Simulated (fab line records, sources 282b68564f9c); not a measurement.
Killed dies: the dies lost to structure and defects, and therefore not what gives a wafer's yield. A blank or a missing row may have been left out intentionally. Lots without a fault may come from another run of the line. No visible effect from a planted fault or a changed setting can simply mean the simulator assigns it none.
fab line records	flow rit-cmos
record lots=14	wafers=42	last-day=8
route steps=202 shown GATE@93 PLDD@122 SDANNEAL@156 M1@202
lots that met no fault: from a run of the same line without faults
start-h: hours from the record's first day to the start of the lot's first wafer shown	wait-h: how many hours have passed since the lot's step before this one	" as in the row above	L1.1+2: several wafers, shown together as one row	- no value, or no start was given	* or withheld: withheld	< > ~ a bound
route shown NAME@n: names a module that has steps shown in the file, with the first one's number in the route	usual: average and standard deviation across the fault-free wafers	same: alike in all rows	chamber/n: place in a boat	sites: per-site readings	_std_site: the standard deviation of these	_edge_site: mean of outer sites minus mean of inner sites	radius-mm: how far each site lies from the wafer's centre	mask NAME#n: copy n	behind: the tool/chamber that last shaped the wafer	hold: reason for holding the lot/hours on hold/outcome of the hold	device: the n, p or np transistor that did not switch	end of line: the tests these same wafers got at the end of their route	where a step has no rows: the recipe by itself	killed: the dies lost at the first sort to structure and to defects; this is not the yield of the wafer	map: a wafer's dies, marking killed ones x, the rest . and places with no die _
set.NAME: the run value of the setting; set.NAME@STEP: its run value at that earlier step	model.NAME: the simulator's own value behind a step, which no gauge read
a sample of lots followed through the steps of the route, with each step as a table and each wafer as a row
services: when a tool's chamber went out of use (start-h, in hours from the record's first day, below 0 if earlier), for how many hours, and the reason
## steps
# step RIT_GATE_OVL_MEAS_17
# usual GATE_OVL=-0.7/1.3
lot.wafer	tool	chamber	start-h	wait-h	GATE_OVL[nm]
L481.2	overlay-01	-	44.19	0.1	-1.9
L481.4	"	-	"	"	-1.9
L481.6	"	-	"	"	-0.7
L483.1	overlay-02	-	55.34	0.1	-1.1
L483.3	"	-	"	"	-0.8
L483.5	"	-	"	"	-0.4
L484.2	overlay-01	-	59.61	0.1	0.3
L484.3	"	-	"	"	-0.2
L484.4	"	-	"	"	0.3
L485.1	overlay-01	-	67.72	0.1	-1.5
L485.2	"	-	"	"	-2.3
L485.5	"	-	"	"	-1.9
L486.2	overlay-02	-	71.45	0.1	-1.1
L486.3	"	-	"	"	-2.8
L486.5	"	-	"	"	0.6
L487.1	overlay-01	-	74.72	0.1	-0.9
L487.4	"	-	"	"	-0.2
L487.5	"	-	"	"	-1.0
L488.2	overlay-01	-	81.02	0.1	-2.4
L488.4	"	-	"	"	-1.4
L488.6	"	-	"	"	-0.9
L489.2	overlay-02	-	83.66	0.1	0.1
L489.3	"	-	"	"	-0.5
L489.4	"	-	"	"	-1.2
L491.3	overlay-02	-	90.80	0.1	0.2
L491.5	"	-	"	"	-0.5
L491.6	"	-	"	"	-1.4
L492.3	overlay-01	-	96.23	0.1	-0.6
L492.4	"	-	"	"	1.1
L492.6	"	-	"	"	-0.1
L496.1	overlay-01	-	119.92	0.1	-1.9
L496.3	"	-	"	"	-2.1
L496.5	"	-	"	"	-2.3
L499.1	overlay-01	-	134.11	0.1	-1.0
L499.3	"	-	"	"	-2.0
L499.5	"	-	"	"	-0.6
L502.2	overlay-01	-	150.13	0.1	-2.4
L502.4	"	-	"	"	-3.1
L502.5	"	-	"	"	-3.6
L504.2	overlay-01	-	166.65	0.1	-1.5
L504.3	"	-	"	"	-0.9
L504.4	"	-	"	"	-0.4
# step RIT_GATE_CD_MEAS_90
# recipe target-cd-nm=150
# usual cd-nm=148.8/2.6
lot.wafer	tool	chamber	start-h	wait-h	cd-nm
L481.2	cd-sem-01	-	44.68	0.1	150.6
L481.4	"	-	"	"	152.7
L481.6	"	-	"	"	152.1
L483.1	cd-sem-02	-	55.81	0.1	147.0
L483.3	"	-	"	"	145.8
L483.5	"	-	"	"	145.3
L484.2	cd-sem-02	-	60.09	0.1	152.5
L484.3	"	-	"	"	150.5
L484.4	"	-	"	"	153.3
L485.1	cd-sem-01	-	68.19	0.1	147.0
L485.2	"	-	"	"	148.2
L485.5	"	-	"	"	146.4
L486.2	cd-sem-02	-	71.94	0.1	146.0
L486.3	"	-	"	"	146.0
L486.5	"	-	"	"	146.0
L487.1	cd-sem-02	-	75.19	0.1	153.7
L487.4	"	-	"	"	154.3
L487.5	"	-	"	"	152.6
L488.2	cd-sem-01	-	81.53	0.1	150.1
L488.4	"	-	"	"	153.1
L488.6	"	-	"	"	150.8
L489.2	cd-sem-02	-	84.14	0.1	151.0
L489.3	"	-	"	"	152.1
L489.4	"	-	"	"	152.2
L491.3	cd-sem-02	-	91.29	0.1	149.1
L491.5	"	-	"	"	147.6
L491.6	"	-	"	"	151.7
L492.3	cd-sem-02	-	96.73	0.1	151.9
L492.4	"	-	"	"	152.2
L492.6	"	-	"	"	153.4
L496.1	cd-sem-02	-	120.39	0.1	147.9
L496.3	"	-	"	"	145.2
L496.5	"	-	"	"	146.2
L499.1	cd-sem-01	-	134.79	0.1	151.8
L499.3	"	-	"	"	150.0
L499.5	"	-	"	"	151.9
L502.2	cd-sem-02	-	150.61	0.1	146.7
L502.4	"	-	"	"	147.5
L502.5	"	-	"	"	146.0
L504.2	cd-sem-02	-	167.13	0.1	150.4
L504.3	"	-	"	"	149.9
L504.4	"	-	"	"	151.7
# step RIT_PLDD_IMPLANT_08
# recipe species=BF2	energy-kev=20	dose-cm2=9e+14	tilt-deg=7
# usual dose-ions-cm2=9.002e+14/8.8e+11	end-station-pressure-torr=7.3e-06/3.5e-07	faraday-current-uA=2821/59
lot.wafer	tool	chamber	start-h	wait-h	dose-ions-cm2	end-station-pressure-torr	faraday-current-uA
L481.2	implanter-03	0	53.90	0.1	9.005e+14	7.2e-06	2779
L481.4	"	0	"	"	8.993e+14	7.5e-06	2909
L481.6	"	0	"	"	9.011e+14	7.2e-06	2834
L483.1	implanter-01	0	62.28	0.1	8.996e+14	7e-06	2839
L483.3	"	0	"	"	8.994e+14	7.4e-06	2810
L483.5	"	0	"	"	9.02e+14	6.9e-06	2894
L484.2	implanter-02	0	67.40	0.1	9.008e+14	7.1e-06	2776
L484.3	"	0	"	"	9.013e+14	7.6e-06	2850
L484.4	"	0	"	"	9.021e+14	6.8e-06	2730
L485.1	implanter-02	0	74.90	0.1	8.996e+14	6.8e-06	2847
L485.2	"	0	"	"	9e+14	7.8e-06	2751
L485.5	"	0	"	"	9.009e+14	7.3e-06	2829
L486.2	implanter-02	0	78.41	0.1	8.989e+14	7.2e-06	2888
L486.3	"	0	"	"	9e+14	7.2e-06	2840
L486.5	"	0	"	"	8.99e+14	7.2e-06	2761
L487.1	implanter-01	0	83.43	0.1	9.006e+14	6.8e-06	2872
L487.4	"	0	"	"	9.005e+14	7.4e-06	2918
L487.5	"	0	"	"	9.001e+14	7.5e-06	2881
L488.2	implanter-02	0	90.35	0.1	9.005e+14	7.2e-06	2726
L488.4	"	0	"	"	8.995e+14	6.8e-06	2873
L488.6	"	0	"	"	9.01e+14	6.9e-06	2867
L489.2	implanter-01	0	90.76	0.1	8.998e+14	7.3e-06	2822
L489.3	"	0	"	"	8.996e+14	7.1e-06	2778
L489.4	"	0	"	"	9.003e+14	7.3e-06	2845
L491.3	implanter-03	0	97.78	0.1	8.994e+14	7.1e-06	2795
L491.5	"	0	"	"	8.993e+14	7.1e-06	2912
L491.6	"	0	"	"	8.997e+14	6.9e-06	2799
L492.3	implanter-03	0	104.42	0.1	9.012e+14	7.8e-06	2920
L492.4	"	0	"	"	9.011e+14	7.3e-06	2741
L492.6	"	0	"	"	8.997e+14	7.3e-06	2861
L496.1	implanter-03	0	126.34	0.1	1.7101e+15	9.2e-06	5343
L496.3	"	0	"	"	1.7099e+15	9.3e-06	5310
L496.5	"	0	"	"	1.7101e+15	8.9e-06	5368
L499.1	implanter-03	0	142.59	0.1	1.7101e+15	9.7e-06	5402
L499.3	"	0	"	"	1.7091e+15	8.5e-06	5376
L499.5	"	0	"	"	1.7114e+15	9.2e-06	5274
L502.2	implanter-01	0	165.00	0.1	9.016e+14	7.7e-06	2853
L502.4	"	0	"	"	9.01e+14	7.3e-06	2813
L502.5	"	0	"	"	9.006e+14	7.4e-06	2675
L504.2	implanter-02	0	173.49	0.1	8.983e+14	7.6e-06	2736
L504.3	"	0	"	"	8.995e+14	7.2e-06	2798
L504.4	"	0	"	"	8.994e+14	6.9e-06	2813
# step RIT_PLDD_TW_MEAS_10
# usual PLDD_TW=2338/22
lot.wafer	tool	chamber	start-h	wait-h	PLDD_TW
L481.2	film-metro-04	-	54.21	0.1	2329
L481.4	"	-	"	"	2340
L481.6	"	-	"	"	2343
L483.1	film-metro-02	-	62.60	0.1	2311
L483.3	"	-	"	"	2292
L483.5	"	-	"	"	2298
L484.2	film-metro-01	-	67.71	0.1	2358
L484.3	"	-	"	"	2350
L484.4	"	-	"	"	2353
L485.1	film-metro-01	-	75.22	0.1	2366
L485.2	"	-	"	"	2362
L485.5	"	-	"	"	2355
L486.2	film-metro-01	-	78.72	0.1	2365
L486.3	"	-	"	"	2360
L486.5	"	-	"	"	2353
L487.1	film-metro-02	-	83.75	0.1	2307
L487.4	"	-	"	"	2298
L487.5	"	-	"	"	2309
L488.2	film-metro-04	-	90.66	0.1	2336
L488.4	"	-	"	"	2341
L488.6	"	-	"	"	2335
L489.2	film-metro-04	-	91.07	0.1	2330
L489.3	"	-	"	"	2349
L489.4	"	-	"	"	2340
L491.3	film-metro-04	-	98.07	0.1	2355
L491.5	"	-	"	"	2349
L491.6	"	-	"	"	2357
L492.3	film-metro-01	-	104.72	0.1	2360
L492.4	"	-	"	"	2346
L492.6	"	-	"	"	2358
L496.1	film-metro-01	-	126.67	0.1	2723
L496.3	"	-	"	"	2738
L496.5	"	-	"	"	2732
L499.1	film-metro-04	-	142.91	0.1	2697
L499.3	"	-	"	"	2707
L499.5	"	-	"	"	2688
L502.2	film-metro-01	-	165.31	0.1	2348
L502.4	"	-	"	"	2355
L502.5	"	-	"	"	2351
L504.2	film-metro-04	-	173.80	0.1	2327
L504.3	"	-	"	"	2332
L504.4	"	-	"	"	2325
# step RIT_SDANNEAL_RTA_03
# recipe temp-c=1050	time-s=5	idle-temp-c=600	ramp-up-c-per-s=342	ramp-down-c-per-s=171	cool-to-c=600	ambient=N2
# usual ramp-up-c-per-s=342.00/0.068	wafer_temp_C_max=1053.5/1
lot.wafer	tool	chamber	start-h	wait-h	ramp-up-c-per-s	wafer_temp_C_max
L481.2	rtp-anneal-02	0	59.97	0.0	341.98	1053.6
L481.4	"	0	"	"	342.06	1052.3
L481.6	"	0	"	"	341.93	1053.8
L483.1	rtp-anneal-02	0	68.63	0.0	341.93	1052.4
L483.3	"	0	"	"	342.04	1053.2
L483.5	"	0	"	"	342.06	1053.5
L484.2	rtp-anneal-01	0	73.68	0.0	341.97	1052.2
L484.3	"	0	"	"	342.16	1053.2
L484.4	"	0	"	"	341.94	1053.6
L485.1	rtp-anneal-02	0	81.19	0.0	342.01	1051.7
L485.2	"	0	"	"	341.89	1054.1
L485.5	"	0	"	"	341.90	1054.7
L486.2	rtp-anneal-01	0	85.45	0.0	341.95	1053.3
L486.3	"	0	"	"	341.93	1053.1
L486.5	"	0	"	"	341.95	1051.9
L487.1	rtp-anneal-02	0	89.85	0.0	341.99	1054.8
L487.4	"	0	"	"	341.96	1052.7
L487.5	"	0	"	"	341.95	1053.3
L488.2	rtp-anneal-01	0	96.94	0.0	341.97	1051.8
L488.4	"	0	"	"	341.96	1053.1
L488.6	"	0	"	"	341.86	1055.0
L489.2	rtp-anneal-02	0	97.33	0.0	341.93	1053.2
L489.3	"	0	"	"	342.00	1054.5
L489.4	"	0	"	"	342.07	1053.5
L491.3	rtp-anneal-02	0	104.55	0.0	342.03	1052.3
L491.5	"	0	"	"	341.89	1055.6
L491.6	"	0	"	"	342.03	1053.2
L492.3	rtp-anneal-01	0	110.57	0.0	341.98	1054.1
L492.4	"	0	"	"	342.02	1054.5
L492.6	"	0	"	"	341.95	1051.5
L496.1	rtp-anneal-01	0	132.46	0.0	341.96	1054.1
L496.3	"	0	"	"	342.03	1052.2
L496.5	"	0	"	"	341.95	1053.4
L499.1	rtp-anneal-01	0	151.63	0.0	342.12	1055.1
L499.3	"	0	"	"	341.98	1052.5
L499.5	"	0	"	"	342.10	1053.8
L502.2	rtp-anneal-02	0	172.63	0.0	341.93	1053.5
L502.4	"	0	"	"	342.00	1052.8
L502.5	"	0	"	"	341.90	1052.7
L504.2	rtp-anneal-01	0	179.76	0.0	342.01	1052.9
L504.3	"	0	"	"	342.12	1054.5
L504.4	"	0	"	"	342.11	1054.5
# step RIT_SDANNEAL_RS_MEAS_06
# recipe thk-meas-gauge=four-point-probe
# usual PLDD_RS=178.8/0.48
lot.wafer	tool	chamber	start-h	wait-h	PLDD_RS[ohm/sq]
L481.2	film-metro-02	-	60.28	0.1	179.1
L481.4	"	-	"	"	178.9
L481.6	"	-	"	"	179.1
L483.1	film-metro-01	-	68.93	0.1	178.9
L483.3	"	-	"	"	179.6
L483.5	"	-	"	"	178.8
L484.2	film-metro-01	-	73.98	0.1	179.4
L484.3	"	-	"	"	179.6
L484.4	"	-	"	"	179.9
L485.1	film-metro-04	-	81.49	0.1	178.3
L485.2	"	-	"	"	178.6
L485.5	"	-	"	"	178.4
L486.2	film-metro-02	-	85.76	0.1	179.0
L486.3	"	-	"	"	179.0
L486.5	"	-	"	"	178.7
L487.1	film-metro-01	-	90.14	0.1	179.8
L487.4	"	-	"	"	179.6
L487.5	"	-	"	"	179.3
L488.2	film-metro-02	-	97.24	0.1	179.3
L488.4	"	-	"	"	179.6
L488.6	"	-	"	"	179.0
L489.2	film-metro-04	-	97.64	0.1	179.6
L489.3	"	-	"	"	179.5
L489.4	"	-	"	"	179.4
L491.3	film-metro-04	-	104.87	0.1	178.3
L491.5	"	-	"	"	178.7
L491.6	"	-	"	"	178.2
L492.3	film-metro-01	-	110.89	0.1	179.1
L492.4	"	-	"	"	179.2
L492.6	"	-	"	"	178.4
L496.1	film-metro-02	-	132.76	0.1	153.3
L496.3	"	-	"	"	153.3
L496.5	"	-	"	"	153.0
L499.1	film-metro-02	-	151.93	0.1	153.1
L499.3	"	-	"	"	152.8
L499.5	"	-	"	"	152.8
L502.2	film-metro-01	-	172.94	0.1	178.9
L502.4	"	-	"	"	178.5
L502.5	"	-	"	"	178.5
L504.2	film-metro-01	-	180.07	0.1	179.0
L504.3	"	-	"	"	179.5
L504.4	"	-	"	"	179.5
# step RIT_M1_PROBE_99
# usual killed_at_M0_to_M3=0.0/0.083	killed-at-contacts=0.1/0.23	killed-at-front-end=6.2/2.8	killed-dies=6.3/2.7	killed-open=3.1/2	killed-short=3.2/1.8
# same gross-dies=264	killed_at_M4_up=0	killed-at-back-side=0	killed-at-other=0
lot.wafer	tool	chamber	start-h	wait-h	killed_at_M0_to_M3	killed-at-contacts	killed-at-front-end	killed-dies	killed-open	killed-short
L481.2	prober-02	-	67.46	0.1	0	0	7	7	4	3
L481.4	prober-02	-	67.56	0.2	0	0	8	8	4	4
L481.6	prober-02	-	67.66	0.2	0	0	8	8	6	2
L483.1	prober-02	-	76.05	0.1	0	0	6	6	3	3
L483.3	prober-02	-	76.15	0.2	0	0	3	3	2	1
L483.5	prober-02	-	76.25	0.2	0	0	6	6	3	3
L484.2	prober-01	-	81.26	0.1	0	0	5	5	2	3
L484.3	prober-01	-	81.31	0.2	0	0	6	6	1	5
L484.4	prober-01	-	81.36	0.2	0	0	8	8	4	4
L485.1	prober-02	-	88.66	0.1	0	0	8	8	1	7
L485.2	prober-02	-	88.71	0.1	0	0	5	5	2	3
L485.5	prober-02	-	88.86	0.2	0	0	7	7	4	3
L486.2	prober-01	-	93.55	0.1	0	0	11	11	4	7
L486.3	prober-01	-	93.60	0.2	0	0	7	7	3	4
L486.5	prober-01	-	93.70	0.2	0	0	2	2	1	1
L487.1	prober-02	-	97.46	0.1	1	0	1	2	1	1
L487.4	prober-02	-	97.61	0.2	0	0	10	10	6	4
L487.5	prober-02	-	97.66	0.2	0	0	5	5	3	2
L489.2	prober-01	-	105.14	0.1	0	0	11	11	7	4
L489.3	prober-01	-	105.19	0.2	0	0	7	7	1	6
L489.4	prober-01	-	105.24	0.2	0	0	4	4	2	2
L488.2	prober-02	-	106.64	0.1	0	0	3	3	0	3
L488.4	prober-02	-	106.74	0.2	0	0	4	4	3	1
L488.6	prober-02	-	106.84	0.2	0	0	3	3	0	3
L491.3	prober-01	-	112.20	0.2	0	0	5	5	2	3
L491.5	prober-01	-	112.30	0.2	0	0	2	2	0	2
L491.6	prober-01	-	112.35	0.2	0	1	4	5	4	1
L492.3	prober-02	-	117.95	0.2	0	0	7	7	2	5
L492.4	prober-02	-	118.00	0.2	0	0	5	5	3	2
L492.6	prober-02	-	118.10	0.2	0	0	7	7	4	3
L496.1	prober-02	-	140.07	0.1	0	0	6	6	0	6
L496.3	prober-02	-	140.17	0.2	0	0	2	2	1	1
L496.5	prober-02	-	140.27	0.2	0	0	10	10	7	3
L499.1	prober-02	-	159.19	0.1	0	0	4	4	2	2
L499.3	prober-02	-	159.29	0.2	0	0	2	2	2	0
L499.5	prober-02	-	159.39	0.2	0	0	7	7	4	3
L502.2	prober-01	-	181.45	0.1	0	0	7	7	2	5
L502.4	prober-01	-	181.55	0.2	0	0	8	8	1	7
L502.5	prober-01	-	181.60	0.2	0	0	8	8	5	3
L504.2	prober-02	-	188.00	0.1	0	0	7	7	3	4
L504.3	prober-02	-	188.05	0.2	0	0	2	2	1	1
L504.4	prober-02	-	188.10	0.2	0	0	5	5	3	2
# killed by level:class
L481.2 GATE:geometric-particle:open=2 SILICIDE:geometric-particle:short=2 FOX1:geometric-particle:open=1 FOX2:geometric-particle:open=1 REOX:geometric-particle:short=1
L481.4 FOX1:geometric-particle:open=2 REOX:geometric-particle:short=2 GATE:geometric-particle:short=1 GATE:geometric-particle:open=1 REOX:geometric-particle:open=1 SPACER:geometric-particle:short=1
L481.6 FOX1:geometric-particle:open=2 REOX:geometric-particle:open=2 GATE:geometric-particle:open=1 GATE:geometric-particle:short=1 REOX:geometric-particle:short=1 SPACER:geometric-particle:open=1
L483.1 REOX:geometric-particle:open=2 FOX2:geometric-particle:short=1 GATE:geometric-particle:open=1 GATE:geometric-particle:short=1 SILICIDE:geometric-particle:short=1
L483.3 FOX1:geometric-particle:open=2 GATE:geometric-particle:short=1
L483.5 FOX1:geometric-particle:open=3 FOX1:geometric-particle:short=1 FOX2:geometric-particle:short=1 REOX:geometric-particle:short=1
L484.2 GATE:geometric-particle:short=2 GATE:geometric-particle:open=1 REOX:geometric-particle:short=1 SPACER:geometric-particle:open=1
L484.3 FOX2:geometric-particle:short=2 GATE:geometric-particle:short=1 REOX:geometric-particle:open=1 REOX:geometric-particle:short=1 SILICIDE:geometric-particle:short=1
L484.4 GATE:geometric-particle:open=3 REOX:geometric-particle:short=2 GATE:geometric-particle:short=1 SILICIDE:geometric-particle:open=1 SILICIDE:geometric-particle:short=1
L485.1 FOX1:geometric-particle:short=3 GATE:geometric-particle:short=3 ACTIVE:geometric-particle:short=1 GATE:geometric-particle:open=1
L485.2 GATE:geometric-particle:short=2 FOX1:geometric-particle:short=1 GATE:geometric-particle:open=1 SPACER:geometric-particle:open=1
L485.5 FOX1:geometric-particle:short=2 GATE:geometric-particle:open=2 FOX1:geometric-particle:open=1 GATE:geometric-particle:short=1 SPACER:geometric-particle:open=1
L486.2 GATE:geometric-particle:open=3 GATE:geometric-particle:short=2 SPACER:geometric-particle:short=2 SILICIDE:geometric-particle:short=2 FOX1:geometric-particle:open=1 FOX1:geometric-particle:short=1
L486.3 SILICIDE:geometric-particle:open=2 FOX1:geometric-particle:short=1 FOX2:geometric-particle:short=1 SILICIDE:geometric-particle:short=1 GATE:geometric-particle:open=1 SPACER:geometric-particle:short=1
L486.5 REOX:geometric-particle:open=1 SPACER:geometric-particle:short=1
L487.1 REOX:geometric-particle:open=1 M1:geometric-particle:short=1
L487.4 REOX:geometric-particle:open=3 GATE:geometric-particle:open=2 SILICIDE:geometric-particle:short=2 FOX1:geometric-particle:short=1 FOX1:geometric-particle:open=1 REOX:geometric-particle:short=1
L487.5 GATE:geometric-particle:short=2 FOX1:geometric-particle:open=1 GATE:geometric-particle:open=1 REOX:geometric-particle:open=1
L489.2 FOX1:geometric-particle:open=3 GATE:geometric-particle:open=3 SILICIDE:geometric-particle:short=2 GATE:geometric-particle:short=1 REOX:geometric-particle:short=1 SPACER:geometric-particle:open=1
L489.3 GATE:geometric-particle:short=3 FOX2:geometric-particle:short=2 FOX1:geometric-particle:short=1 GATE:geometric-particle:open=1
L489.4 FOX1:geometric-particle:short=2 GATE:geometric-particle:open=2
L488.2 SPACER:geometric-particle:short=2 GATE:geometric-particle:short=1
L488.4 REOX:geometric-particle:short=1 REOX:geometric-particle:open=1 SPACER:geometric-particle:open=1 SILICIDE:geometric-particle:open=1
L488.6 FOX1:geometric-particle:short=1 REOX:geometric-particle:short=1 SILICIDE:geometric-particle:short=1
L491.3 FOX1:geometric-particle:short=3 FOX1:geometric-particle:open=2
L491.5 GATE:geometric-particle:short=2
L491.6 FOX1:geometric-particle:open=1 GATE:geometric-particle:open=1 SILICIDE:geometric-particle:open=1 SILICIDE:geometric-particle:short=1 CONTACT:geometric-particle:open=1
L492.3 FOX1:geometric-particle:short=1 GATE:geometric-particle:open=1 GATE:geometric-particle:short=1 REOX:geometric-particle:short=1 REOX:geometric-particle:open=1 SPACER:geometric-particle:short=1 SILICIDE:geometric-particle:short=1
L492.4 ACTIVE:geometric-particle:short=1 FOX2:geometric-particle:open=1 GATE:geometric-particle:short=1 GATE:geometric-particle:open=1 SPACER:geometric-particle:open=1
L492.6 FOX2:geometric-particle:open=2 SILICIDE:geometric-particle:short=2 FOX2:geometric-particle:short=1 GATE:geometric-particle:open=1 SILICIDE:geometric-particle:open=1
L496.1 SPACER:geometric-particle:short=2 FOX1:geometric-particle:short=1 FOX2:geometric-particle:short=1 GATE:geometric-particle:short=1 REOX:geometric-particle:short=1
L496.3 GATE:geometric-particle:open=1 GATE:geometric-particle:short=1
L496.5 GATE:geometric-particle:open=4 GATE:geometric-particle:short=2 FOX1:geometric-particle:open=1 REOX:geometric-particle:short=1 REOX:geometric-particle:open=1 SILICIDE:geometric-particle:open=1
L499.1 GATE:geometric-particle:open=2 FOX1:geometric-particle:short=1 REOX:geometric-particle:short=1
L499.3 REOX:geometric-particle:open=2
L499.5 GATE:geometric-particle:open=2 FOX1:geometric-particle:short=1 FOX2:geometric-particle:short=1 FOX2:geometric-particle:open=1 GATE:geometric-particle:short=1 SILICIDE:geometric-particle:open=1
L502.2 FOX2:geometric-particle:open=2 FOX1:geometric-particle:short=1 FOX2:geometric-particle:short=1 GATE:geometric-particle:short=1 REOX:geometric-particle:short=1 SPACER:geometric-particle:short=1
L502.4 GATE:geometric-particle:short=3 SILICIDE:geometric-particle:short=2 FOX2:geometric-particle:short=1 SPACER:geometric-particle:short=1 SPACER:geometric-particle:open=1
L502.5 GATE:geometric-particle:open=3 FOX2:geometric-particle:open=2 REOX:geometric-particle:short=2 GATE:geometric-particle:short=1
L504.2 GATE:geometric-particle:short=2 REOX:geometric-particle:open=2 ACTIVE:geometric-particle:short=1 SPACER:geometric-particle:open=1 SILICIDE:geometric-particle:short=1
L504.3 FOX2:geometric-particle:short=1 GATE:geometric-particle:open=1
L504.4 GATE:geometric-particle:short=2 FOX1:geometric-particle:open=1 FOX2:geometric-particle:open=1 SILICIDE:geometric-particle:open=1
## services
tool	chamber	start-h	hours	kind
implanter-03	-	41.04	3.2	pm
implanter-03	-	59.08	37.7	repair
implanter-02	-	98.24	3.3	pm
implanter-02	-	102.77	3.7	pm
implanter-03	-	106.98	2.0	repair
implanter-02	-	134.19	20.5	pm
## key
first-sign step=RIT_PLDD_IMPLANT_08	reading=dose-ions-cm2	direction=up	sigmas=99+	usual=9.002e+14	struck=1.7101e+15
effect step=RIT_PLDD_IMPLANT_08	reading=faraday-current-uA	direction=up	sigmas=43	usual=2821	struck=5346
effect step=RIT_PLDD_TW_MEAS_10	reading=PLDD_TW	direction=up	sigmas=17	usual=2338	struck=2714
effect step=RIT_SDANNEAL_RS_MEAS_06	reading=PLDD_RS	direction=down	sigmas=54	usual=178.8	struck=153.0
met-at RIT_PLDD_IMPLANT_08
struck-lots L496,L499
tester-left-out L496,L499
not-acting-at RIT_GATE_OVL_MEAS_17,RIT_GATE_CD_MEAS_90,RIT_SDANNEAL_RTA_03
onset-between 104.42 126.34
fault kind=process-parameter-drift	tool=implanter-03	chamber=-	onset-h=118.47	steps=RIT_PLDD_IMPLANT_08	channel=dose-cm2	offset=8.1e+14	shape=step	end-h=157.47	acts-in=these-recipes-only	stated=9e+14
# tester-left-out: of these lots the tester's yield and bins aren't shown, on N5 and GAA mostly nor the transistor test; their killed dies are dies lost to structure and defects alone, not to doping, threshold or leakage, so they don't give the yield
